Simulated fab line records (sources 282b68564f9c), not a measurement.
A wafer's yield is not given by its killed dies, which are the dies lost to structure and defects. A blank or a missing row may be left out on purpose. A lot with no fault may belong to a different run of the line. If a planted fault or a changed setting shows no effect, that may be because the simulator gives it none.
The same fault as seen by 2 desks || flow ritCmos || each desk holds nothing but its own numbers, with what lay behind them at the end

FROM THE METROLOGY DESK
Means of the sampled wafers that have a number, per lot and without regard to the tool the lot ran on: this is what the gauges read. Any lot whose mean is over 4 standard deviations away from the usual mean is out of limits and marked OUT; that distance is given in the brackets.
Columns: A = PSD_RS at RIT_SDANNEAL_RS_MEAS_04, usual 115.8 ohm/sq; B = CONTACT_OVL at RIT_CONTACT_OVL_MEAS_09, usual -0.8 nm
{"lot": "L625", "first seen here": "day 3 01:43", "A": 115.9, "B": 0.0}
{"lot": "L626", "first seen here": "day 3 07:53", "A": 115.8, "B": -4.1}
{"lot": "L627", "first seen here": "day 3 12:00", "A": 115.4, "B": 1.7}
{"lot": "L628", "first seen here": "day 3 16:05", "A": 115.7, "B": -3.2}
{"lot": "L629", "first seen here": "day 3 22:49", "A": 116.0, "B": 1.1}
{"lot": "L630", "first seen here": "day 4 07:21", "A": 115.7, "B": -1.3}
{"lot": "L632", "first seen here": "day 4 14:32", "A": 115.7, "B": -2.1}
{"lot": "L633", "first seen here": "day 4 22:41", "A": 115.8, "B": -1.9}
{"lot": "L638", "first seen here": "day 5 20:20", "A": 115.0, "B": -1.4}
{"lot": "L639", "first seen here": "day 6 05:01", "A": 116.2, "B": 0.7}
{"lot": "L643", "first seen here": "day 6 23:17", "A": 115.8, "B": -0.2}
{"lot": "L645", "first seen here": "day 7 10:53", "A": 116.3, "B": -1.1}
{"lot": "L647", "first seen here": "day 7 20:07", "A": 115.9, "B": 1.1}
{"lot": "L648", "first seen here": "day 8 01:50", "A": 116.1, "B": -0.6}
This desk's verdict: no lot among the 14 shows anything out of limits.

AT THE TOOL OWNER'S DESK: plasmaAsher-01
The tool's own readings at RIT_PSD_STRIP_09 (strips in O2, time 180 s): means of the sampled wafers that have a number, for each lot that ran on this tool. Any lot whose mean is over 4 standard deviations away from the usual mean is out of limits and marked OUT; that distance is given in the brackets.
Columns: A = drypumpMotorCurrentA at RIT_PSD_STRIP_09, usual 6.0 A
{"lot": "L626", "first seen here": "day 3 07:12", "A": 6.0}
{"lot": "L627", "first seen here": "day 3 11:16", "A": 5.9}
{"lot": "L630", "first seen here": "day 4 06:38", "A": 6.1}
{"lot": "L638", "first seen here": "day 5 19:40", "A": 6.0}
{"lot": "L639", "first seen here": "day 6 04:19", "A": 6.1}
This desk's verdict: no lot among the 5 shows anything out of limits.

ALL TOGETHER
The metrology desk saw nothing out of limits.
The tool owner's desk saw nothing out of limits.

WHAT THE SIMULATOR HAD INSERTED
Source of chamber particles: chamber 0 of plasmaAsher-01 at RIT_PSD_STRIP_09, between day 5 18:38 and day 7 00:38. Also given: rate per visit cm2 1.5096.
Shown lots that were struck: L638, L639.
